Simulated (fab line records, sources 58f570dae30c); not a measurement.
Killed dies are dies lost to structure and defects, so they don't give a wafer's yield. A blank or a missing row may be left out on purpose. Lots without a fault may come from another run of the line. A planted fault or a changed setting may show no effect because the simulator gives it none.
One fault seen from 2 desks | flow berkeley_cmos170 | each desk has only its own numbers; what lay behind them comes last

THE METROLOGY DESK
What the gauges read, lot by lot, whatever tool the lot ran on: means of the sampled wafers that have a number. A lot is out of limits, marked OUT, if its mean lies more than 4 standard deviations from the usual mean; the brackets give that distance.
Columns: A = SPACER_TEOS_THK at UCB170_SPACER_THK_MEAS_01, usual 375 nm; B = NSD_TW at UCB170_NSD_TW_MEAS_10, usual 4187
lot  | first seen here | A             | B
L896 | day 6 17:07     | 372           | 4191
L897 | day 6 22:42     | 371           | 4205
L898 | day 7 06:55     | 372           | 4242
L902 | day 7 17:20     | 369           | 4175
L903 | day 7 22:22     | 378           | 4160
L904 | day 8 08:35     | 380           | 4188
L905 | day 8 12:19     | 534 (+36) OUT | -
L906 | day 8 12:50     | 376           | 4142
L909 | day 9 13:44     | 531 (+35) OUT | -
L913 | day 10 00:21    | 378           | 4192
L912 | day 10 00:31    | 377           | 4243
L914 | day 10 00:38    | 372           | 4123
L917 | day 10 23:36    | 376           | 4264
L918 | day 11 00:50    | 375           | 4089
This desk's finding: out of limits on L905, L909; first on L905, day 8 12:19 (SPACER_TEOS_THK at UCB170_SPACER_THK_MEAS_01). In limits: L896, L897, L898, L902, L903, L904, L906, L913, L912, L914, L917, L918.

THE TOOL OWNER'S DESK: pecvd-01
The tool's own readings at UCB170_SPACER_CVD_00 (deposits SiO2 from TEOS/O2, target thk 376 nm, time 47 s): means of the sampled wafers that have a number, for each lot that ran on this tool. A lot is out of limits, marked OUT, if its mean lies more than 4 standard deviations from the usual mean; the brackets give that distance.
Columns: A = heater_power_w at UCB170_SPACER_CVD_00, usual 250 W
lot  | first seen here | A
L897 | day 6 22:40     | 254
L903 | day 7 22:19     | 245
L905 | day 8 12:11     | 278
L909 | day 9 13:41     | 307
This desk's finding: nothing out of limits on any of the 4 lots.

PUT TOGETHER
The metrology desk could have raised an alarm at day 8 12:19, on L905, L909.
The tool owner's desk saw nothing out of limits.
The tool owner's desk has L905, L909 on record, within its limits.
Of the lots named, all ran UCB170_SPACER_CVD_00 on pecvd-01.

WHAT THE SIMULATOR HAD PUT IN
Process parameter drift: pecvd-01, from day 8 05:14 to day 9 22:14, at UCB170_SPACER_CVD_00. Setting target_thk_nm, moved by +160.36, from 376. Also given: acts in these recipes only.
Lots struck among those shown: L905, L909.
Hours from the fault's start to each desk's first reading out of limits: the metrology desk, 7.
